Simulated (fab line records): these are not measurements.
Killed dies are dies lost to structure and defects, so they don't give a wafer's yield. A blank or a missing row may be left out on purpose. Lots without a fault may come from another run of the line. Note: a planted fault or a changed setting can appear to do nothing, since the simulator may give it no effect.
What tool caused it? || flow rit-cmos || 27 wafers from 9 lots sampled at 4 of the route's 202 steps

## WHAT EACH GAUGE READ, for each wafer
RIT_PRETRO_OVL_MEAS_06. Usual: PRETRO_OVL 1.4 nm, standard deviation 1.4.
{"lot": "L990", "measured": "day 3 23:31", "on": "overlay-01", "PRETRO_OVL (nm)": "0.0 -0.7 -0.7", "flag": ""}
{"lot": "L992", "measured": "day 4 11:31", "on": "overlay-01", "PRETRO_OVL (nm)": "-0.2 0.9 0.8", "flag": ""}
{"lot": "L995", "measured": "day 5 02:40", "on": "overlay-01", "PRETRO_OVL (nm)": "3.1 1.0 1.9", "flag": ""}
{"lot": "L997", "measured": "day 5 11:31", "on": "overlay-01", "PRETRO_OVL (nm)": "2.4 1.6 2.4", "flag": ""}
{"lot": "L999", "measured": "day 5 19:49", "on": "overlay-01", "PRETRO_OVL (nm)": "3.1 2.7 2.0", "flag": ""}
{"lot": "L101", "measured": "day 6 06:05", "on": "overlay-02", "PRETRO_OVL (nm)": "1.2 1.2 1.0", "flag": ""}
{"lot": "L103", "measured": "day 6 15:41", "on": "overlay-02", "PRETRO_OVL (nm)": "-0.6 2.3 0.2", "flag": ""}
{"lot": "L104", "measured": "day 6 21:39", "on": "overlay-02", "PRETRO_OVL (nm)": "0.7 2.6 2.7", "flag": ""}
{"lot": "L105", "measured": "day 7 02:01", "on": "overlay-02", "PRETRO_OVL (nm)": "0.3 1.3 0.2", "flag": ""}

RIT_REOX_THK_MEAS_04. Usual: REOX_OXIDE_THK 25.2 nm, standard deviation 0.47.
{"lot": "L990", "measured": "day 4 10:04", "on": "film-metro-04", "REOX_OXIDE_THK (nm)": "28.2 28.4 28.1", "flag": "OFF"}
{"lot": "L992", "measured": "day 4 20:31", "on": "film-metro-04", "REOX_OXIDE_THK (nm)": "28.7 29.4 28.8", "flag": "OFF"}
{"lot": "L995", "measured": "day 5 15:42", "on": "film-metro-01", "REOX_OXIDE_THK (nm)": "24.5 25.0 24.4", "flag": ""}
{"lot": "L997", "measured": "day 5 23:36", "on": "film-metro-02", "REOX_OXIDE_THK (nm)": "25.3 25.3 25.3", "flag": ""}
{"lot": "L999", "measured": "day 6 04:40", "on": "film-metro-02", "REOX_OXIDE_THK (nm)": "25.2 25.5 25.7", "flag": ""}
{"lot": "L101", "measured": "day 6 16:03", "on": "film-metro-01", "REOX_OXIDE_THK (nm)": "25.1 25.2 25.3", "flag": ""}
{"lot": "L103", "measured": "day 7 02:01", "on": "film-metro-02", "REOX_OXIDE_THK (nm)": "26.0 25.6 25.6", "flag": ""}
{"lot": "L104", "measured": "day 7 06:29", "on": "film-metro-02", "REOX_OXIDE_THK (nm)": "26.1 25.9 25.6", "flag": ""}
{"lot": "L105", "measured": "day 7 11:52", "on": "film-metro-02", "REOX_OXIDE_THK (nm)": "25.0 24.8 24.8", "flag": ""}

RIT_NSD_OVL_MEAS_06. Usual: NSD_OVL -0.3 nm, standard deviation 1.4.
{"lot": "L990", "measured": "day 4 16:47", "on": "overlay-01", "NSD_OVL (nm)": "-2.0 0.8 -0.8", "flag": ""}
{"lot": "L992", "measured": "day 5 03:01", "on": "overlay-02", "NSD_OVL (nm)": "-1.0 2.7 1.2", "flag": ""}
{"lot": "L995", "measured": "day 5 22:46", "on": "overlay-01", "NSD_OVL (nm)": "-1.2 0.9 0.8", "flag": ""}
{"lot": "L997", "measured": "day 6 06:21", "on": "overlay-01", "NSD_OVL (nm)": "-1.4 -0.4 -2.5", "flag": ""}
{"lot": "L999", "measured": "day 6 11:41", "on": "overlay-01", "NSD_OVL (nm)": "-0.5 -1.3 -1.8", "flag": ""}
{"lot": "L101", "measured": "day 6 22:41", "on": "overlay-02", "NSD_OVL (nm)": "-0.3 0.7 2.0", "flag": ""}
{"lot": "L103", "measured": "day 7 08:44", "on": "overlay-02", "NSD_OVL (nm)": "0.6 0.6 0.8", "flag": ""}
{"lot": "L104", "measured": "day 7 13:53", "on": "overlay-01", "NSD_OVL (nm)": "-2.0 -1.3 -0.8", "flag": ""}
{"lot": "L105", "measured": "day 7 18:23", "on": "overlay-01", "NSD_OVL (nm)": "0.8 0.9 -1.6", "flag": ""}

RIT_M1_RS_MEAS_01: measures by four-point-probe. Usual: M1_AL_RS 0.0731 ohm/sq, standard deviation 0.00093.
{"lot": "L990", "measured": "day 4 23:04", "on": "film-metro-03", "M1_AL_RS (ohm/sq)": "0.0734 0.0728 0.0728", "flag": ""}
{"lot": "L992", "measured": "day 5 09:13", "on": "film-metro-01", "M1_AL_RS (ohm/sq)": "0.0738 0.0737 0.0742", "flag": ""}
{"lot": "L995", "measured": "day 6 05:03", "on": "film-metro-02", "M1_AL_RS (ohm/sq)": "0.0729 0.0723 0.0727", "flag": ""}
{"lot": "L997", "measured": "day 6 12:57", "on": "film-metro-03", "M1_AL_RS (ohm/sq)": "0.0731 0.0736 0.0724", "flag": ""}
{"lot": "L999", "measured": "day 6 18:02", "on": "film-metro-01", "M1_AL_RS (ohm/sq)": "0.0740 0.0735 0.0734", "flag": ""}
{"lot": "L101", "measured": "day 7 05:04", "on": "film-metro-03", "M1_AL_RS (ohm/sq)": "0.0748 0.0738 0.0737", "flag": ""}
{"lot": "L103", "measured": "day 7 14:41", "on": "film-metro-02", "M1_AL_RS (ohm/sq)": "0.0735 0.0738 0.0741", "flag": ""}
{"lot": "L104", "measured": "day 7 20:02", "on": "film-metro-02", "M1_AL_RS (ohm/sq)": "0.0739 0.0728 0.0720", "flag": ""}
{"lot": "L105", "measured": "day 8 00:32", "on": "film-metro-03", "M1_AL_RS (ohm/sq)": "0.0730 0.0720 0.0733", "flag": ""}

## TOOL THAT RAN EACH LOT (tool first, then ch and the chambers of the sampled wafers, then the start)
No process step before these readings appears in the record.

## WHAT THE TOOLS THEMSELVES READ (means of the sampled wafers that have a number; where no wafer has one, the mark that the record gives instead)
The record holds no such reading with a usual standard deviation.

## THE ANSWER, worked out from the rows above alone
Rule: lot off if the mean of its wafers having a number is beyond 3 standard deviations from the usual mean. Also off: a lot with no number at a reading for which 4 or more lots have one. The other lots that the step has rows for count as sound. Order of review: gauges by route order, followed by the tools' own readings, for which a lot's mean as printed above is used. The first step at which some lot is off is used, and at that step the reading that is off furthest; a lot without a number counts as furthest.
Off: L990, L992, seen at RIT_REOX_THK_MEAS_04 (REOX_OXIDE_THK).
If a tool, at a process step before that reading, ran all the lots that are off and no sound lot after the first of them, it fits. Gauges at RIT_REOX_THK_MEAS_04: tried the same way as those tools. One fits: film-metro-04 at RIT_REOX_THK_MEAS_04. It ran no sound lot before its first lot that is off in this sample, so the start can't be narrowed down.

## WHAT WAS PUT IN BY THE SIMULATOR
Metrology matching offset: film-metro-04, from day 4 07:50 on, at RIT_REOX_THK_MEAS_04. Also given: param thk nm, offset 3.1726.
Struck lots among those shown: L990, L992. The rule given above showed the same thing.
